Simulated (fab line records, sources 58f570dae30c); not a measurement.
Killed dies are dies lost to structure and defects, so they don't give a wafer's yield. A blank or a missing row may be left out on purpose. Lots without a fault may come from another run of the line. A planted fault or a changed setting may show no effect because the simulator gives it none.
fab line records | flow berkeley_cmos170
record lots=6 wafers=18 last_day=11
route steps=331 shown CONTACT@232 M1@238
lots that met no fault: from a run of the same line without faults
start_h: hours from the record's first day to the start of the lot's first wafer shown | wait_h: hours since the lot's step before | " the same as in the row above | L1.1+2: a row that stands for several wafers | - no value, or no start given | * or withheld: withheld | < > ~ a bound
route shown NAME@n: a module of which the file shows steps, and the number in the route of the first | usual: mean/standard deviation of fault-free wafers | same: alike in all rows | chamber/n: place in a boat | sites: the reading at each site | _std_site: their standard deviation | _edge_site: outer sites' mean less inner sites' | radius_mm: how far each site lies from the wafer's centre | mask NAME#n: copy n | behind: the tool/chamber that last shaped the wafer | hold: why the lot was held/for how many hours/how that ended | device: the transistor (n, p or np) that didn't switch | end of line: the same wafers' tests at the end of the route | a step without rows: its recipe alone | killed: dies lost to structure and defects at the first sort, not the wafer's yield | map: a wafer's dies, x killed, . not, _ none there
set.NAME: the setting as run; set.NAME@STEP: as run at that earlier step | model.NAME: the simulator's own value behind a step, which no gauge read
lots at some steps of the route; a table a step, a row a wafer
services: from which hour (start_h, from the record's first day; less than 0 if before it) a tool's chamber was out of use, for how many hours, and why
## steps
# step UCB170_CONTACT_OVL_MEAS_16
# usual CONTACT_OVL=0/5.6
# columns lot.wafer tool chamber start_h wait_h CONTACT_OVL[nm]
L172.4 overlay-02 - 172.43 0.1 1
L172.5 " - " " 0
L172.6 " - " " 13
L179.1 overlay-02 - 181.91 0.1 -6
L179.5 " - " " -2
L179.6 " - " " 0
L177.2 overlay-01 - 182.36 0.1 1
L177.5 " - " " 2
L177.6 " - " " -4
L185.2 overlay-01 - 238.70 0.1 -6
L185.3 " - " " -7
L185.6 " - " " -1
L186.2 overlay-02 - 239.01 0.1 -6
L186.3 " - " " 0
L186.4 " - " " -1
L188.1 overlay-02 - 244.91 0.1 3
L188.3 " - " " 4
L188.5 " - " " 0
# step UCB170_CONTACT_ETCH_17
# recipe chemistry=N2/H2 target_depth_a=withheld overetch_a=withheld target=BARC time_s=withheld source_w=500 bias_w=100 pressure_mtorr=30 n2_flow_sccm=100 h2_flow_sccm=200
# usual bias_w=99.98/0.28 drypump_motor_current_A=5.7/0.58 oes_product_au=1.002/0.015 throttle_valve_pct=13.20/0.17
# columns lot.wafer tool chamber start_h wait_h bias_w drypump_motor_current_A oes_product_au throttle_valve_pct
L172.4 rie_diel-02 1 172.45 0.0 100.25 5.3 1.002 12.97
L172.5 " 2 " " 100.23 6.7 0.973 13.27
L172.6 " 3 " " 99.36 4.9 0.999 13.24
L179.1 rie_diel-04 1 181.95 0.0 99.88 5.5 1.007 13.12
L179.5 " 0 " " 99.59 5.4 1.030 13.49
L179.6 " 3 " " 99.52 5.3 0.999 13.15
L177.2 rie_diel-01 3 182.39 0.0 99.99 4.7 1.007 13.43
L177.5 " 2 " " 99.94 6.6 0.980 12.97
L177.6 " 1 " " 99.92 5.9 0.984 13.25
L185.2 rie_diel-04 0 238.73 0.0 99.93 5.4 1.026 13.50
L185.3 " 2 " " 100.20 6.0 0.998 13.09
L185.6 " 3 " " 100.55 5.2 1.017 13.16
L186.2 rie_diel-02 0 239.04 0.0 100.07 5.9 1.007 13.50
L186.3 " 2 " " 99.60 6.7 0.977 13.26
L186.4 " 1 " " 99.79 5.2 1.004 12.98
L188.1 rie_diel-04 2 244.95 0.0 100.15 6.0 1.007 13.08
L188.3 " 0 " " 100.59 5.4 1.045 13.49
L188.5 " 1 " " 100.29 5.5 1.025 13.11
# step UCB170_CONTACT_ETCH_18
# recipe chemistry=CHF3/CF4/Ar target=PSG stop_on=TiSi2 CHF3_flow_sccm=45 cf4_flow_sccm=15 Ar_flow_sccm=150 pressure_mtorr=200 rf_w=700 target_depth_a=8400 over_etch_frac=0.2 time_s=195
# usual drypump_motor_current_A=5.7/0.58 oes_product_au=0.897/0.0092 throttle_valve_pct=6.86/0.12
# columns lot.wafer tool chamber start_h wait_h drypump_motor_current_A oes_product_au rf_hours_counter_h throttle_valve_pct
L172.4 rie_diel-02 1 - - 5.3 0.892 147 6.73
L172.5 " 2 " " 6.6 0.889 - 6.87
L172.6 " 3 " " 4.9 0.897 - 6.96
L179.1 rie_diel-04 1 - - 5.5 0.888 77 6.86
L179.5 " 0 " " 5.4 0.892 - 7.03
L179.6 " 3 " " 5.3 0.894 - 6.83
L177.2 rie_diel-01 3 - - 4.7 0.902 128 7.02
L177.5 " 2 " " 6.6 0.892 - 6.64
L177.6 " 1 " " 6.0 0.876 - 6.91
L185.2 rie_diel-04 0 - - 5.4 0.896 57 7.03
L185.3 " 2 " " 6.0 0.891 19 6.72
L185.6 " 3 " " 5.2 0.895 - 6.82
L186.2 rie_diel-02 0 - - 5.9 0.900 103 6.98
L186.3 " 2 " " 6.7 0.885 75 6.87
L186.4 " 1 " " 5.2 0.888 1 6.73
L188.1 rie_diel-04 2 - - 5.9 0.889 19 6.73
L188.3 " 0 " " 5.4 0.890 57 7.04
L188.5 " 1 " " 5.5 0.889 - 6.87
# step UCB170_CONTACT_STRIP_19
# recipe chemistry=O2 power_w=400 pressure_mtorr=3500 platen_temp_c=withheld o2_flow_sccm=400 overash_fraction=0.5
# usual drypump_motor_current_A=5.5/0.31 oes_product_au=0.725/0.0043
# columns lot.wafer tool chamber start_h wait_h drypump_motor_current_A oes_product_au rf_hours_counter_h
L172.4 plasma_asher-01 1 172.65 - 5.6 0.730 -
L172.5 " 0 " " 5.9 0.728 -
L172.6 " 1 " " 5.6 0.722 -
L179.1 plasma_asher-02 1 182.11 - 5.2 0.725 47
L179.5 " 1 " " 5.2 0.722 -
L179.6 " 0 " " 5.3 0.725 -
L177.2 plasma_asher-01 1 182.55 - 5.6 0.729 7
L177.5 " 0 " " 5.9 0.728 -
L177.6 " 1 " " 5.6 0.718 -
L185.2 plasma_asher-01 1 238.90 - 5.6 0.729 14
L185.3 " 1 " " 5.6 0.725 -
L185.6 " 0 " " 5.9 0.720 -
L186.2 plasma_asher-02 1 239.20 - 5.3 0.728 54
L186.3 " 1 " " 5.3 0.723 -
L186.4 " 0 " " 5.3 0.720 -
L188.1 plasma_asher-03 0 245.11 - 6.2 0.723 47
L188.3 " 1 " " 5.6 0.726 -
L188.5 " 1 " " 5.6 0.736 -
# step UCB170_CONTACT_CD_MEAS_90
# recipe target_cd_nm=700
# usual cd_nm=700.2/1.6
# columns lot.wafer tool chamber start_h wait_h cd_nm
L172.4 cd_sem-01 - 172.78 0.1 705.1
L172.5 " - " " 703.5
L172.6 " - " " 702.9
L179.1 cd_sem-01 - 182.21 0.1 700.2
L179.5 " - " " 701.8
L179.6 " - " " 700.5
L177.2 cd_sem-02 - 182.67 0.1 700.2
L177.5 " - " " 699.8
L177.6 " - " " 700.1
L185.2 cd_sem-02 - 239.02 0.1 702.0
L185.3 " - " " 700.3
L185.6 " - " " 700.0
L186.2 cd_sem-02 - 239.32 0.1 697.9
L186.3 " - " " 698.6
L186.4 " - " " 700.7
L188.1 cd_sem-01 - 245.21 0.1 701.4
L188.3 " - " " 704.2
L188.5 " - " " 701.0
# step UCB170_CONTACT_CLEAN_20
# recipe chemistry=SPM temp_c=120 time_s=600
# step UCB170_M1_SPUTTER_00
# recipe material=Al target_thk_nm=600 time_s=80 power_w=6000 chamber_pressure_pa=0.5
# usual throttle_valve_pct=30.2/1
# columns lot.wafer tool chamber start_h wait_h throttle_valve_pct
L172.4 pvd_sputter-03 - 173.06 0.0 29.9
L172.5 " - " " 28.2
L172.6 " - " " 30.6
L179.1 pvd_sputter-04 - 182.51 0.0 30.2
L179.5 " - " " 28.4
L179.6 " - " " 30.3
L177.2 pvd_sputter-03 - 182.95 0.0 29.9
L177.5 " - " " 30.2
L177.6 " - " " 28.0
L185.2 pvd_sputter-04 - 239.50 0.0 31.2
L185.3 " - " " 30.1
L185.6 " - " " 30.4
L186.2 pvd_sputter-02 - 239.71 0.0 30.3
L186.3 " - " " 30.6
L186.4 " - " " 31.7
L188.1 pvd_sputter-04 - 247.73 0.0 30.4
L188.3 " - " " 28.3
L188.5 " - " " 29.8
# step UCB170_M1_RS_MEAS_01
# recipe thk_meas_gauge=four-point-probe reads=Al_of_M1_SPUTTER_00
# usual M1_AL_RS=0.0482/0.00041
# columns lot.wafer tool chamber start_h wait_h M1_AL_RS[ohm/sq]
L172.4 film_metro-04 - 173.18 0.1 0.0482
L172.5 " - " " 0.0477
L172.6 " - " " 0.0478
L179.1 film_metro-04 - 182.57 0.0 0.0488
L179.5 " - " " 0.0490
L179.6 " - " " 0.0481
L177.2 film_metro-03 - 183.03 0.1 0.0481
L177.5 " - " " 0.0481
L177.6 " - " " 0.0483
L185.2 film_metro-03 - 239.58 0.1 0.0475
L185.3 " - " " 0.0477
L185.6 " - " " 0.0473
L186.2 film_metro-04 - 239.80 0.1 0.0487
L186.3 " - " " 0.0483
L186.4 " - " " 0.0480
L188.1 film_metro-04 - 247.79 0.0 0.0475
L188.3 " - " " 0.0489
L188.5 " - " " 0.0484
# step UCB170_M1_THK_MEAS_02
# recipe thk_meas_gauge=xrf reads=Al_of_M1_SPUTTER_00
# usual M1_AL_THK=610/6.3
# columns lot.wafer tool chamber start_h wait_h M1_AL_THK[nm]
L172.4 film_metro-04 - 173.27 0.1 606
L172.5 " - " " 611
L172.6 " - " " 611
L179.1 film_metro-04 - 182.69 0.1 603
L179.5 " - " " 598
L179.6 " - " " 607
L177.2 film_metro-03 - 183.14 0.1 616
L177.5 " - " " 620
L177.6 " - " " 615
L185.2 film_metro-03 - 239.69 0.1 619
L185.3 " - " " 618
L185.6 " - " " 622
L186.2 film_metro-04 - 239.91 0.1 601
L186.3 " - " " 606
L186.4 " - " " 611
L188.1 film_metro-04 - 247.91 0.1 615
L188.3 " - " " 600
L188.5 " - " " 604
# step UCB170_M1_COAT_03
# recipe resist=BARC temp_c=withheld time_s=withheld spin_rpm=3000 resist_thk_nm=withheld
# step UCB170_M1_COAT_04
# recipe resist=KrF spin_rpm=1500 resist_thk_nm=900
# step UCB170_M1_SOFTBAKE_05
# recipe resist=KrF temp_c=130 time_s=60
# step UCB170_M1_EXPOSE_06
# recipe mask_id=METAL1 target_cd_nm=700 na=0.5 sigma_outer=0.6 source_shape=conventional dose_mj=21
# usual exposure_dose_mJ_cm2=21.12/0.14 focus_offset_nm=0.0/0.5
# columns lot.wafer tool chamber start_h wait_h mask exposure_dose_mJ_cm2 focus_offset_nm
L172.4 krf_scanner-01 0 173.93 - METAL1#0 20.99 0.4
L172.5 " 0 " " METAL1#0 21.03 0.7
L172.6 " 0 " " METAL1#0 21.01 0.0
L179.1 krf_scanner-02 - 183.20 - METAL1#0 - -
L179.5 " - " " METAL1#0 - -
L179.6 " - " " METAL1#0 - -
L177.2 krf_scanner-02 - 183.87 - METAL1#0 - -
L177.5 " - " " METAL1#0 - -
L177.6 " - " " METAL1#0 - -
L185.2 krf_scanner-02 0 240.21 - METAL1#0 21.24 -0.5
L185.3 " 0 " " METAL1#0 21.26 -0.2
L185.6 " 0 " " METAL1#0 21.26 -0.6
L186.2 krf_scanner-02 0 240.69 - METAL1#0 21.24 0.1
L186.3 " 0 " " METAL1#0 21.26 -0.5
L186.4 " 0 " " METAL1#0 21.25 0.0
L188.1 krf_scanner-01 0 249.51 - METAL1#0 21.02 0.0
L188.3 " 0 " " METAL1#0 21.00 0.2
L188.5 " 0 " " METAL1#0 20.99 0.6
# step UCB170_M1_PEB_07
# recipe peb_temp_c=130 peb_time_s=withheld resist=KrF
## services
# columns tool chamber start_h hours kind
rie_diel-01 3 151.80 3.4 repair
rie_diel-02 2 151.80 5.0 repair
plasma_asher-01 - 154.07 4.2 repair
rie_diel-01 3 158.93 10.0 repair
pvd_sputter-04 - 178.49 1.6 repair
krf_scanner-01 - 178.82 1.3 pm
pvd_sputter-04 - 186.58 9.5 repair
plasma_asher-03 - 190.59 2.2 repair
krf_scanner-02 - 195.30 1.0 pm
krf_scanner-01 - 197.22 2.2 repair
krf_scanner-01 - 199.44 0.8 pm
rie_diel-02 1 200.14 - clean
rie_diel-02 1 200.14 17.0 scheduled_down
rie_diel-02 1 200.14 17.0 vent_cycle
plasma_asher-01 - 201.72 0.8 repair
krf_scanner-02 - 207.50 0.2 repair
rie_diel-02 - 207.74 0.3 repair
plasma_asher-03 - 216.96 1.2 repair
krf_scanner-02 - 222.53 1.3 pm
krf_scanner-01 0 227.34 - calibration
krf_scanner-01 - 228.88 4.0 pm
## key
first_sign step=UCB170_M1_EXPOSE_06 reading=tool_record direction=missing
effect none on later readings
met_at UCB170_M1_EXPOSE_06
struck_wafers L177.2,L177.5,L177.6,L179.1,L179.5,L179.6
later_rows_left_out L177.2,L177.5,L177.6,L179.1,L179.5,L179.6
sort_left_out L177.2,L177.5,L177.6,L179.1,L179.5,L179.6
fault kind=skipped_step_whole tool=krf_scanner-02 chamber=- onset_h=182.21 steps=UCB170_M1_EXPOSE_06 scope=struck_lots_only
# sort_left_out: the simulated sort isn't trusted on such a fault, so these wafers' sort isn't shown, and their yield isn't known
# later_rows_left_out: the simulator's readings of these wafers behind a module that went badly wrong aren't trusted and aren't shown, but for the sort
